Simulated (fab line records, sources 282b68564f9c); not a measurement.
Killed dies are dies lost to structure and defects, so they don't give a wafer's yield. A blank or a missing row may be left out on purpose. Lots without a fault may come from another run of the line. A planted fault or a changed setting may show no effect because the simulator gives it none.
One fault seen from 2 desks | flow rit_cmos | each desk has only its own numbers; what lay behind them comes last

THE TOOL OWNER'S DESK: pvd_sputter-02
The tool's own readings at RIT_M1_SPUTTER_00 (material Al, target thk 400 nm, time 500 s): means of the sampled wafers that have a number, for each lot that ran on this tool. A lot is out of limits, marked OUT, if its mean lies more than 4 standard deviations from the usual mean; the brackets give that distance.
Columns: A = throttle_valve_pct at RIT_M1_SPUTTER_00, usual 29.5 %
lot  | first seen here | A
L971 | day 3 10:54     | 29.2
L973 | day 4 01:19     | 29.6
L975 | day 4 09:20     | 29.7
L977 | day 4 22:08     | 29.2
L979 | day 5 08:01     | 29.5
L992 | day 7 21:47     | 29.7
This desk's finding: nothing out of limits on any of the 6 lots.

THE METROLOGY DESK
What the gauges read, lot by lot, whatever tool the lot ran on: means of the sampled wafers that have a number. A lot is out of limits, marked OUT, if its mean lies more than 4 standard deviations from the usual mean; the brackets give that distance.
Columns: A = M1_AL_RS at RIT_M1_RS_MEAS_01, usual 0.0733 ohm/sq; B = M1_AL_THK at RIT_M1_THK_MEAS_02, usual 398 nm
lot  | first seen here | A                 | B
L971 | day 3 11:11     | 0.0728            | 399
L972 | day 3 22:27     | 0.0730            | 401
L973 | day 4 01:37     | 0.0725            | 397
L975 | day 4 09:38     | 0.0731            | 401
L976 | day 4 13:24     | 0.0732            | 400
L977 | day 4 22:25     | 0.0804 (+8.6) OUT | 366 (-7.0) OUT
L978 | day 5 03:44     | 0.0728            | 403
L979 | day 5 08:20     | 0.0780 (+5.7) OUT | 375 (-5.2) OUT
L985 | day 6 09:21     | 0.0723            | 402
L987 | day 6 21:16     | 0.0736            | 395
L989 | day 7 08:42     | 0.0734            | 395
L991 | day 7 21:53     | 0.0744            | 395
L992 | day 7 22:04     | 0.0729            | 397
L993 | day 8 04:31     | 0.0733            | 395
This desk's finding: out of limits on L977, L979; first on L977, day 4 22:25 (M1_AL_RS at RIT_M1_RS_MEAS_01). In limits: L971, L972, L973, L975, L976, L978, L985, L987, L989, L991, L992, L993.

PUT TOGETHER
The metrology desk could have raised an alarm at day 4 22:25, on L977, L979.
The tool owner's desk saw nothing out of limits.
The tool owner's desk has L977, L979 on record, within its limits.
Of the lots named, all ran RIT_M1_SPUTTER_00 on pvd_sputter-02.

WHAT THE SIMULATOR HAD PUT IN
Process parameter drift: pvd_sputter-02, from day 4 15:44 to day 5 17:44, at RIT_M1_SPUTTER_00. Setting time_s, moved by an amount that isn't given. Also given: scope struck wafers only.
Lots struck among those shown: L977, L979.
Hours from the fault's start to each desk's first reading out of limits: the metrology desk, 7.
